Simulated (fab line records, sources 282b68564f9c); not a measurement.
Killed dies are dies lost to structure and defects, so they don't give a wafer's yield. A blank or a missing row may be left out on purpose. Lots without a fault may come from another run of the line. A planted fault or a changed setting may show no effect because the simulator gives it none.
fab line records | flow rit_cmos
record lots=14 wafers=42 last_day=7
route steps=202 shown ACTIVE@4
lots that met no fault: from a run of the same line without faults
start_h: hours from the record's first day to the start of the lot's first wafer shown | wait_h: hours since the lot's step before | " the same as in the row above | L1.1+2: a row that stands for several wafers | - no value, or no start given | * or withheld: withheld | < > ~ a bound
route shown NAME@n: a module of which the file shows steps, and the number in the route of the first | usual: mean/standard deviation of fault-free wafers | same: alike in all rows | chamber/n: place in a boat | sites: the reading at each site | _std_site: their standard deviation | _edge_site: outer sites' mean less inner sites' | radius_mm: how far each site lies from the wafer's centre | mask NAME#n: copy n | behind: the tool/chamber that last shaped the wafer | hold: why the lot was held/for how many hours/how that ended | device: the transistor (n, p or np) that didn't switch | end of line: the same wafers' tests at the end of the route | a step without rows: its recipe alone | killed: dies lost to structure and defects at the first sort, not the wafer's yield | map: a wafer's dies, x killed, . not, _ none there
set.NAME: the setting as run; set.NAME@STEP: as run at that earlier step | model.NAME: the simulator's own value behind a step, which no gauge read
steps of the route over a sample of lots; a table a step, a row a wafer
services: from which hour (start_h, from the record's first day; less than 0 if before it) a tool's chamber was out of use, for how many hours, and why
## steps
# step RIT_ACTIVE_CVD_03
# recipe material=Si3N4 target_thk_nm=150 temp_c=810 precursor=SiH2Cl2/NH3 time_s=1500 pressure_mtorr=300 sih2cl2_flow_sccm=60 nh3_flow_sccm=150
# usual nh3_flow_sccm=150.0/0.47 spike_tc_source_C=832.1/2.4
# columns lot.wafer tool chamber start_h wait_h nh3_flow_sccm spike_tc_source_C
L629.2 lpcvd-01 0 12.13 0.0 149.7 831.4
L629.4 " 0 " " 150.1 832.2
L629.5 " 0 " " 149.7 831.6
L630.3 lpcvd-02 0 17.11 0.0 150.2 833.0
L630.5 " 0 " " 150.4 832.2
L630.6 " 0 " " 150.5 833.4
L631.1 lpcvd-02 1 22.11 0.1 149.9 835.2
L631.4 " 1 " " 149.9 834.2
L631.5 " 1 " " 149.8 834.2
L633.2 lpcvd-02 0 32.11 0.0 150.2 832.7
L633.5 " 0 " " 150.1 833.5
L633.6 " 0 " " 150.7 833.1
L636.3 lpcvd-02 1 47.11 0.0 150.0 836.2
L636.4 " 1 " " 150.2 833.6
L636.5 " 1 " " 150.3 832.9
L637.2 lpcvd-01 0 52.11 0.0 151.1 832.6
L637.3 " 0 " " 150.2 830.7
L637.4 " 0 " " 150.6 832.0
L639.3 lpcvd-02 0 62.11 0.0 149.5 834.4
L639.4 " 0 " " 149.8 835.0
L639.6 " 0 " " 149.6 833.8
L640.1 lpcvd-01 0 67.11 0.1 149.9 831.4
L640.2 " 0 " " 151.0 833.2
L640.5 " 0 " " 150.4 831.4
L641.2 lpcvd-02 1 72.11 0.0 150.3 835.0
L641.3 " 1 " " 150.2 832.9
L641.6 " 1 " " 150.3 833.1
L642.2 lpcvd-01 1 77.11 0.0 150.2 825.7
L642.4 " 1 " " 149.7 828.2
L642.6 " 1 " " 149.7 827.9
L643.1 lpcvd-01 0 82.11 0.1 150.4 832.2
L643.2 " 0 " " 149.9 833.9
L643.5 " 0 " " 149.9 832.0
L644.1 lpcvd-02 1 88.09 0.1 150.7 833.9
L644.2 " 1 " " 151.0 834.0
L644.5 " 1 " " 150.3 836.3
L647.1 lpcvd-01 1 102.11 0.1 149.4 829.3
L647.3 " 1 " " 150.1 828.3
L647.4 " 1 " " 150.0 828.0
L652.2 lpcvd-01 1 127.69 0.0 150.1 827.9
L652.3 " 1 " " 150.2 829.8
L652.4 " 1 " " 150.0 827.4
# step RIT_ACTIVE_THK_MEAS_04
# recipe reads=Si3N4_of_ACTIVE_CVD_03
# usual ACTIVE_NITRIDE_THK=149.6/1.4
# columns lot.wafer tool chamber start_h wait_h ACTIVE_NITRIDE_THK[nm]
L629.2 film_metro-01 - 13.55 0.0 148.3
L629.4 " - " " 149.4
L629.5 " - " " 150.3
L630.3 film_metro-02 - 18.55 0.0 147.7
L630.5 " - " " 147.9
L630.6 " - " " 148.4
L631.1 film_metro-03 - 24.24 0.0 150.2
L631.4 " - " " 149.2
L631.5 " - " " 149.4
L633.2 film_metro-02 - 33.54 0.0 149.2
L633.5 " - " " 148.8
L633.6 " - " " 149.9
L636.3 film_metro-01 - 48.55 0.0 150.7
L636.4 " - " " 151.0
L636.5 " - " " 150.9
L637.2 film_metro-02 - 53.54 0.0 148.9
L637.3 " - " " 148.8
L637.4 " - " " 148.3
L639.3 film_metro-02 - 64.26 0.0 148.0
L639.4 " - " " 148.9
L639.6 " - " " 148.3
L640.1 film_metro-03 - 68.53 0.0 147.5
L640.2 " - " " 148.3
L640.5 " - " " 148.8
L641.2 film_metro-03 - 74.25 0.0 199.1
L641.3 " - " " 198.9
L641.6 " - " " 197.8
L642.2 film_metro-01 - 78.54 0.0 151.0
L642.4 " - " " 150.4
L642.6 " - " " 151.3
L643.1 film_metro-03 - 83.53 0.0 152.0
L643.2 " - " " 151.9
L643.5 " - " " 151.6
L644.1 film_metro-03 - 89.50 0.0 199.6
L644.2 " - " " 199.5
L644.5 " - " " 198.3
L647.1 film_metro-02 - 103.53 0.0 149.0
L647.3 " - " " 149.1
L647.4 " - " " 148.4
L652.2 film_metro-03 - 129.11 0.0 152.1
L652.3 " - " " 150.6
L652.4 " - " " 150.7
# step RIT_ACTIVE_ETCH_13
# recipe stop_on=SiO2 chemistry=SF6 target=Si3N4 time_s=210 over_etch_frac=0.4 SF6_flow_sccm=200 pressure_mtorr=260 rf_w=125 target_depth_a=2100
# usual drypump_motor_current_A=5.6/0.35 oes_product_au=0.823/0.011 throttle_valve_pct=7.52/0.12
# columns lot.wafer tool chamber start_h wait_h drypump_motor_current_A oes_product_au rf_hours_counter_h throttle_valve_pct
L629.2 rie_diel-04 0 14.72 0.1 5.9 0.808 70 7.30
L629.4 " 3 " " 5.4 0.844 91 7.57
L629.5 " 3 " " 5.4 0.847 - 7.58
L630.3 rie_diel-01 1 19.71 0.1 5.0 0.804 20 7.32
L630.5 " 3 " " 5.7 0.833 - 7.68
L630.6 " 2 " " 5.0 0.823 - 7.56
L631.1 rie_diel-01 0 25.58 0.1 5.6 0.827 44 7.54
L631.4 " 3 " " 5.7 0.825 1 7.65
L631.5 " 3 " " 5.7 0.830 - 7.65
L633.2 rie_diel-01 2 34.83 0.1 5.0 0.818 113 7.57
L633.5 " 3 " " 5.7 0.828 - 7.67
L633.6 " 0 " " 5.6 0.823 - 7.54
L636.3 rie_diel-04 1 49.89 0.1 5.4 0.834 107 7.50
L636.4 " 3 " " 5.4 0.842 92 7.61
L636.5 " 2 " " 5.6 0.838 - 7.49
L637.2 rie_diel-04 0 54.83 0.1 5.9 0.810 71 7.30
L637.3 " 1 " " 5.5 0.821 107 7.50
L637.4 " 0 " " 5.9 0.822 - 7.31
L639.3 rie_diel-02 0 65.52 0.1 5.6 0.802 46 7.66
L639.4 " 2 " " 5.9 0.837 137 7.38
L639.6 " 1 " " 5.9 0.809 - 7.54
L640.1 rie_diel-02 3 69.71 0.1 6.2 0.817 39 7.64
L640.2 " 2 " " 5.9 0.836 137 7.39
L640.5 " 3 " " 6.2 0.822 - 7.63
L641.2 rie_diel-01 3 75.42 0.1 5.7 0.985 2 7.66
L641.3 " 0 " " 5.6 0.964 45 7.53
L641.6 " 3 " " 5.7 0.972 - 7.65
L642.2 rie_diel-04 2 79.71 0.1 5.7 0.824 4 7.48
L642.4 " 0 " " 5.9 0.816 72 7.29
L642.6 " 2 " " 5.7 0.824 - 7.49
L643.1 rie_diel-01 0 84.83 0.1 5.5 0.836 45 7.53
L643.2 " 1 " " 5.0 0.825 21 7.32
L643.5 " 0 " " 5.5 0.824 - 7.54
L644.1 rie_diel-02 0 90.94 0.1 5.6 0.958 46 7.69
L644.2 " 1 " " 5.9 0.961 97 7.56
L644.5 " 1 " " 5.9 0.958 - 7.56
L647.1 rie_diel-01 0 104.71 0.1 5.6 0.819 46 7.53
L647.3 " 1 " " 5.0 0.805 21 7.32
L647.4 " 2 " " 5.0 0.825 114 7.59
L652.2 rie_diel-04 0 130.28 0.1 5.9 0.824 72 7.30
L652.3 " 2 " " 5.7 0.827 5 7.50
L652.4 " 1 " " 5.4 0.831 109 7.48
## services
# columns tool chamber start_h hours kind
rie_diel-01 1 -9.95 6.9 repair
rie_diel-02 2 -1.74 6.7 repair
rie_diel-02 - 16.57 0.2 repair
rie_diel-02 0 29.21 22.4 repair
lpcvd-02 - 37.68 1.6 repair
rie_diel-04 2 39.99 5.4 repair
rie_diel-04 2 52.61 22.1 repair
rie_diel-02 3 54.94 3.4 repair
rie_diel-04 0 58.21 4.0 repair
rie_diel-01 1 74.32 3.9 repair
rie_diel-02 - 74.91 2.8 pm
rie_diel-04 0 110.72 3.3 repair
rie_diel-01 - 115.18 2.8 pm
rie_diel-02 0 121.05 3.6 repair
## key
first_sign step=RIT_ACTIVE_THK_MEAS_04 reading=ACTIVE_NITRIDE_THK direction=up sigmas=36 usual=149.6 struck=198.9
effect step=RIT_ACTIVE_ETCH_13 reading=oes_product_au direction=up sigmas=13 usual=0.823 struck=0.966
met_at RIT_ACTIVE_CVD_03
struck_lots L641,L644
sort_left_out L641.2,L641.3,L641.6,L644.1,L644.2,L644.5
tester_left_out L641,L644
onset_between 62.11 72.11
fault kind=process_parameter_drift tool=lpcvd-02 chamber=- onset_h=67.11 steps=RIT_ACTIVE_CVD_03 channel=target_thk_nm offset=51.102 shape=step end_h=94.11 acts_in=these_recipes_only stated=150
# tester_left_out: of these lots the tester's yield and bins aren't shown, on N5 and GAA mostly nor the transistor test; their killed dies are dies lost to structure and defects alone, not to doping, threshold or leakage, so they don't give the yield
# sort_left_out: the simulated sort isn't trusted on such a fault, so these wafers' sort isn't shown, and their yield isn't known
